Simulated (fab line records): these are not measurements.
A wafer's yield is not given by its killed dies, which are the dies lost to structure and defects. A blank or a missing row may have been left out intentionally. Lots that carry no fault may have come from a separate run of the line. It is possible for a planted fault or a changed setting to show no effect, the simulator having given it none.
A struck lot beside a sound one -- flow berkeleyCmos170 -- 25 out of 331 route steps
Sound: these wafers, L402.1, L402.5, L402.6. The struck wafers were L408.1, L408.3, L408.4. The cause is given at the end.
At each step with rows: each side's tool, then ch and its chambers, then its first start. Under that, the readings that differ: sound wafers -- struck wafers -- difference of the means -- sigmas: that difference in standard deviations of wafers without a fault.
alike: same words and numbers on both sides, and readings whose means sit less than 2 such deviations apart. not compared: any withheld reading, any reading some wafer has no value for, any bound like >300 that may hide the same value, and any number with overlapping values for which the record gives no deviation.
A row with sigmas, a row that says differs or no value, or rows on one side alone: a step with any of these is where the two part. Non-overlapping numbers with no deviation appear without sigmas and do not part them. Lack of a reading on every wafer of one side parts them only where that side has two or more wafers.

first, 4 steps without rows for these wafers: UCB170_PWELL_WET_ETCH_19 (etches Si3N4 in H3PO4, time 14400 s); UCB170_PWELL_WET_ETCH_20 (etches SiO2 in BOE, time 22 s); UCB170_WELLDRIVE_CLEAN_00 (cleans in SPM, time 600 s); UCB170_WELLDRIVE_OXIDATION_01 (target thk 199 nm, ox time 9000 s).
UCB170_WELLDRIVE_THK_MEAS_02:
  sound on filmMetro-02 at day 4 18:20; struck on filmMetro-03 at day 6 05:07
  alike: WELLDRIVE_OXIDE_THK
then, 5 steps without rows for these wafers: UCB170_WELLDRIVE_ANNEAL_03 (time 900 s); UCB170_WELLDRIVE_WET_ETCH_04 (etches SiO2 in BOE, time 120 s); UCB170_ACTIVE_CLEAN_00 (cleans in SPM, time 600 s); UCB170_ACTIVE_CLEAN_01 (cleans in dHF, time 60 s); UCB170_ACTIVE_OXIDATION_02 (target thk 26.4 nm, ox time 1260 s).
UCB170_ACTIVE_THK_MEAS_03:
  sound on filmMetro-01 at day 5 02:12; struck on filmMetro-04 at day 6 15:26
  alike: ACTIVE_OXIDE_THK
then, 1 step without rows for these wafers: UCB170_ACTIVE_ANNEAL_04 (time 900 s).
UCB170_ACTIVE_CVD_05: deposits Si3N4 from SiH2Cl2/NH3, target thk 220 nm, time 3300 s.
  sound on lpcvd-01 ch 0, day 5 07:49; struck on lpcvd-02 ch 0, day 6 19:57
  alike: nh3FlowSccm, spikeTcCentreC, zonePowerCentrePct
UCB170_ACTIVE_THK_MEAS_06:
  sound on filmMetro-03 at day 5 09:43; struck on filmMetro-01 at day 6 21:52
reading,sound,struck,difference,sigmas
ACTIVE_NITRIDE_THK (nm),220.0 221.7 219.1,170.5 170.8 169.8,-49.9,-33
then, 6 steps without rows for these wafers: UCB170_ACTIVE_HMDS_07 (prime time 60 s); UCB170_ACTIVE_COAT_08 (resist thk 900 nm); UCB170_ACTIVE_SOFTBAKE_09 (time 60 s); UCB170_ACTIVE_EXPOSE_10 (exposes mask ACTIVE, target cd 1200 nm); UCB170_ACTIVE_PEB_11; UCB170_ACTIVE_DEVELOP_12 (develop time 45 s).
UCB170_ACTIVE_CD_MEAS_13 targets a cd of 1200 nm.
  sound on cdSem-01 at day 5 10:53; struck on cdSem-02 at day 6 23:02
  alike: cdNm
UCB170_ACTIVE_OVL_MEAS_14:
  sound on overlay-01 at day 5 11:01; struck on overlay-02 at day 6 23:10
reading,sound,struck,difference,sigmas
ACTIVE_OVL (nm),-1 0 5,-13 -11 -11,-13,-2
UCB170_ACTIVE_ETCH_15: etches Si3N4 in CH3F/Ar/O2, stops on SiO2, target depth 242 nm, time 151 s.
  sound on rieDiel-02 ch 0,1,3, day 5 11:03; struck on rieDiel-01 ch 1,2,3, day 6 23:12
reading,sound,struck,difference,sigmas
oesProductAu (a.u.),0.927 0.954 0.942,0.808 0.829 0.797,-0.130,-9
  alike: drypumpMotorCurrentA, throttleValvePct
  not compared: rfHoursCounterH
UCB170_ACTIVE_STRIP_16: strips in O2.
  sound on plasmaAsher-04 ch 0,1, day 5 11:09; struck on plasmaAsher-03 ch 0,1, day 6 23:18
reading,sound,struck,difference,sigmas
drypumpMotorCurrentA (A),6.10 6.10 5.75,5.18 5.49 5.20,-0.69,-3
stripTimeToEndpointS (s),18.12 18.30 18.32,17.93 17.98 17.96,-0.29,-3
  alike: oesProductAu
  not compared: rfHoursCounterH
-- the record jumps here: 4 days lie between the struck wafers' starts before and after (it left off in module ACTIVE and takes up again in module M3, whose first step shown is number 331 of the route) --
UCB170_M3_PROBE_99:
  rows exist in the record for the struck wafers here (prober-01, day 10 12:55), but not for the sound ones

WHERE THEY PART
At UCB170_ACTIVE_THK_MEAS_06 first; at UCB170_M3_PROBE_99 last (within this record only).

WHY: what had been put in by the simulator
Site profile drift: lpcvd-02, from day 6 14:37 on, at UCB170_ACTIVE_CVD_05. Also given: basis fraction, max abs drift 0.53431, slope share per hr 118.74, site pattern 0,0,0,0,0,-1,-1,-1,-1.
